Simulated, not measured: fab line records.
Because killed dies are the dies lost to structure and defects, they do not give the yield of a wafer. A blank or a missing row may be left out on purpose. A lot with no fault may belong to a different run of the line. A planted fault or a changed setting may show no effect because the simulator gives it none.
Which tool did it? | flow berkeley_cmos170 | 14 lots with 42 wafers sampled at 5 steps, on a route of 331 steps

== WHAT EACH GAUGE READ, for each wafer ==
UCB170_SPACER_THK_MEAS_01.
lot  | measured     | on            | SPACER_TEOS_THK (nm)
L766 | day 6 22:58  | film_metro-03 | 374 375 374
L767 | day 7 07:53  | film_metro-04 | 372 380 382
L768 | day 8 13:37  | film_metro-04 | 370 381 378
L770 | day 8 14:07  | film_metro-04 | 369 370 379
L771 | day 9 00:07  | film_metro-03 | 376 381 377
L775 | day 9 14:40  | film_metro-02 | 368 370 379
L774 | day 9 14:55  | film_metro-03 | 376 381 379
L776 | day 10 00:12 | film_metro-03 | 373 369 380
L777 | day 10 00:48 | film_metro-03 | 372 371 377
L778 | day 10 01:33 | film_metro-04 | 378 373 378
L781 | day 11 00:38 | film_metro-02 | 372 375 376
L783 | day 11 09:04 | film_metro-04 | 373 374 377
L786 | day 11 15:38 | film_metro-03 | 398 399 402
L788 | day 12 06:41 | film_metro-04 | 399 397 404

UCB170_NSD_OVL_MEAS_07.
lot  | measured     | on         | NSD_OVL (nm)
L766 | day 7 09:57  | overlay-02 | -9 -5 -2
L767 | day 7 23:40  | overlay-02 | 6 6 9
L768 | day 8 22:55  | overlay-02 | 8 9 0
L770 | day 8 22:28  | overlay-02 | -4 -4 -10
L771 | day 9 09:41  | overlay-02 | -2 -1 -2
L775 | day 9 23:25  | overlay-01 | -1 -2 1
L774 | day 10 00:03 | overlay-02 | -5 -1 0
L776 | day 10 10:41 | overlay-02 | 1 -5 -1
L777 | day 10 11:01 | overlay-02 | 11 4 13
L778 | day 10 11:08 | overlay-01 | -2 1 -2
L781 | day 11 11:54 | overlay-02 | 1 0 5
L783 | day 11 18:21 | overlay-02 | -1 -1 0
L786 | day 12 03:21 | overlay-02 | 3 3 -3
L788 | day 12 16:27 | overlay-01 | -7 -7 -7

== TOOL THAT RAN EACH LOT (tool first, then ch and the chambers of the sampled wafers, then the start) ==
lot  | UCB170_NVT_STRIP_08                  | UCB170_SPACER_CVD_00            | UCB170_SPACER_ETCHBACK_03
L766 | plasma_asher-02 ch 0,1, day 5 22:16  | pecvd-02 ch 0,1,2, day 6 22:55  | rie_diel-03 ch 1,2,3, day 7 06:49
L767 | plasma_asher-04 ch 0,1, day 6 07:56  | pecvd-04 ch 0,1,2, day 7 07:49  | rie_diel-02 ch 0,1,3, day 7 18:28
L768 | plasma_asher-01 ch 0,1, day 7 09:13  | pecvd-04 ch 1,2, day 8 13:34    | rie_diel-03 ch 0, day 8 19:13
L770 | plasma_asher-04 ch 0,1, day 7 09:27  | pecvd-03 ch 0,2, day 8 14:04    | rie_diel-02 ch 1,2,3, day 8 19:13
L771 | plasma_asher-04 ch 0, day 8 03:49    | pecvd-02 ch 0,1, day 9 00:03    | rie_diel-03 ch 0,1, day 9 05:40
L775 | plasma_asher-01 ch 0,1, day 8 15:49  | pecvd-04 ch 0,2, day 9 14:37    | rie_diel-04 ch 1,2, day 9 19:49
L774 | plasma_asher-02 ch 0,1, day 8 16:10  | pecvd-03 ch 1,2, day 9 14:52    | rie_diel-03 ch 1,2,3, day 9 19:49
L776 | plasma_asher-04 ch 0,1, day 8 23:08  | pecvd-04 ch 0,1, day 10 00:10   | rie_diel-04 ch 0,2, day 10 06:42
L777 | plasma_asher-04 ch 0,1, day 9 08:02  | pecvd-02 ch 1,2, day 10 00:45   | rie_diel-03 ch 1,2,3, day 10 06:42
L778 | plasma_asher-02 ch 0,1, day 9 08:02  | pecvd-03 ch 0,1, day 10 01:28   | rie_diel-04 ch 1,3, day 10 06:46
L781 | plasma_asher-04 ch 0,1, day 10 02:47 | pecvd-02 ch 0,2, day 11 00:34   | rie_diel-03 ch 0,2,3, day 11 08:02
L783 | plasma_asher-01 ch 0,1, day 10 09:20 | pecvd-04 ch 0,1,2, day 11 09:02 | rie_diel-04 ch 1,2,3, day 11 15:20
L786 | plasma_asher-04 ch 0,1, day 10 15:46 | pecvd-02 ch 0,2, day 11 15:35   | rie_diel-02 ch 1,3, day 11 22:46
L788 | plasma_asher-01 ch 0,1, day 11 05:53 | pecvd-02 ch 1,2, day 12 06:38   | rie_diel-03 ch 0,1,3, day 12 13:32
- UCB170_NVT_STRIP_08: strips in O2.
- UCB170_SPACER_CVD_00: deposits SiO2 from TEOS/O2, target thk 376 nm, time 47 s.
- UCB170_SPACER_ETCHBACK_03: etches SiO2 in CHF3/CF4/Ar, stops on Si, target depth 376 nm, time 100 s.

== AS READ BY THE TOOLS THEMSELVES (means over the sampled wafers that have a number; for cases with no such wafer, the mark the record gives instead) ==
UCB170_NVT_STRIP_08.
lot  | tool            | drypump_motor_current_A (A) | oes_product_au (a.u.) | strip_time_to_endpoint_s (s)
L766 | plasma_asher-02 | 5.85                        | 0.734                 | 21.64
L767 | plasma_asher-04 | 6.16                        | 0.736                 | 21.53
L768 | plasma_asher-01 | 6.24                        | 0.735                 | 21.61
L770 | plasma_asher-04 | 6.28                        | 0.735                 | 21.60
L771 | plasma_asher-04 | 6.38                        | 0.732                 | 21.60
L775 | plasma_asher-01 | 6.26                        | 0.734                 | 21.63
L774 | plasma_asher-02 | 6.05                        | 0.738                 | 21.58
L776 | plasma_asher-04 | 6.27                        | 0.735                 | 21.53
L777 | plasma_asher-04 | 6.13                        | 0.736                 | 21.62
L778 | plasma_asher-02 | 6.03                        | 0.738                 | 21.58
L781 | plasma_asher-04 | 6.14                        | 0.736                 | 21.62
L783 | plasma_asher-01 | 6.26                        | 0.733                 | 21.52
L786 | plasma_asher-04 | 6.14                        | 0.732                 | 21.53
L788 | plasma_asher-01 | 6.25                        | 0.739                 | 21.51

UCB170_SPACER_CVD_00.
lot  | tool     | heater_power_w (W) | run_length_s (s)
L766 | pecvd-02 | 329                | 75.0
L767 | pecvd-04 | 254                | 75.1
L768 | pecvd-04 | 242                | 75.4
L770 | pecvd-03 | 303                | 74.7
L771 | pecvd-02 | 331                | 74.9
L775 | pecvd-04 | 244                | 74.5
L774 | pecvd-03 | 269                | 75.5
L776 | pecvd-04 | 268                | 75.1
L777 | pecvd-02 | 309                | 74.3
L778 | pecvd-03 | 271                | 74.8
L781 | pecvd-02 | 327                | 75.0
L783 | pecvd-04 | 253                | 75.0
L786 | pecvd-02 | 313                | 77.5
L788 | pecvd-02 | 298                | 77.1

UCB170_SPACER_ETCHBACK_03.
lot  | tool        | drypump_motor_current_A (A) | oes_product_au (a.u.) | throttle_valve_pct (%)
L766 | rie_diel-03 | 5.1                         | 0.900                 | 6.40
L767 | rie_diel-02 | 5.9                         | 0.912                 | 6.37
L768 | rie_diel-03 | 5.7                         | 0.900                 | 6.50
L770 | rie_diel-02 | 6.1                         | 0.907                 | 6.48
L771 | rie_diel-03 | 5.3                         | 0.907                 | 6.45
L775 | rie_diel-04 | 5.5                         | 0.910                 | 6.40
L774 | rie_diel-03 | 5.1                         | 0.912                 | 6.41
L776 | rie_diel-04 | 5.8                         | 0.903                 | 6.35
L777 | rie_diel-03 | 5.1                         | 0.902                 | 6.40
L778 | rie_diel-04 | 6.1                         | 0.897                 | 6.52
L781 | rie_diel-03 | 5.3                         | 0.904                 | 6.42
L783 | rie_diel-04 | 5.8                         | 0.907                 | 6.46
L786 | rie_diel-02 | 6.2                         | 0.956                 | 6.40
L788 | rie_diel-03 | 5.2                         | 0.947                 | 6.47

== THE ANSWER, worked out from the rows above alone ==
Rule: the usual values come from the lots themselves. Put in order of their means at a reading, lots are off if they are a third of the lots or fewer, leave a main group of 4 or more, and stand apart from it by a gap of 3 or more times the standard deviation of the main group's means; of several such gaps the widest counts. The tables above print the reading to a certain number of digits; a main group whose means all agree to those digits is not used. A lot without any number at a reading at which 4 lots or more have one is off too. Any other lot the step has rows for is counted as sound. After the gauges, taken in route order, come the tools' own readings; for these a lot's mean is taken, as printed above. At the first step where some lot is off, the reading lying furthest off is the one used; lots without a number count as furthest.
Off: at UCB170_SPACER_THK_MEAS_01 (SPACER_TEOS_THK), L786, L788. Mean 375 nm and standard deviation 2.1 in the main group.
If a tool, at a process step before that reading, ran all the lots that are off and no sound lot after the first of them, it fits. Not tried: the gauges at UCB170_SPACER_THK_MEAS_01; whatever is off there is also off at UCB170_SPACER_CVD_00, on other tools, and gauge error can't account for it. One candidate fits, namely pecvd-02 at UCB170_SPACER_CVD_00. A fault onset in the window from L781 (day 11 00:34, its last sound lot) to L786 (day 11 15:35, its first lot off) fits.
The tool's own readings at UCB170_SPACER_CVD_00 bear it out: on the lots that are off they differ by more than 5 times the standard deviation of the sound lots' means. run_length_s reads 77.3 s there against 74.9 s on the sound lots.

== WHAT THE SIMULATOR HAD PUT IN ==
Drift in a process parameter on pecvd-02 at UCB170_SPACER_CVD_00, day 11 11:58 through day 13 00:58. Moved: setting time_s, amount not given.
Lots struck among those shown: L786, L788. Same finding as the rule above.
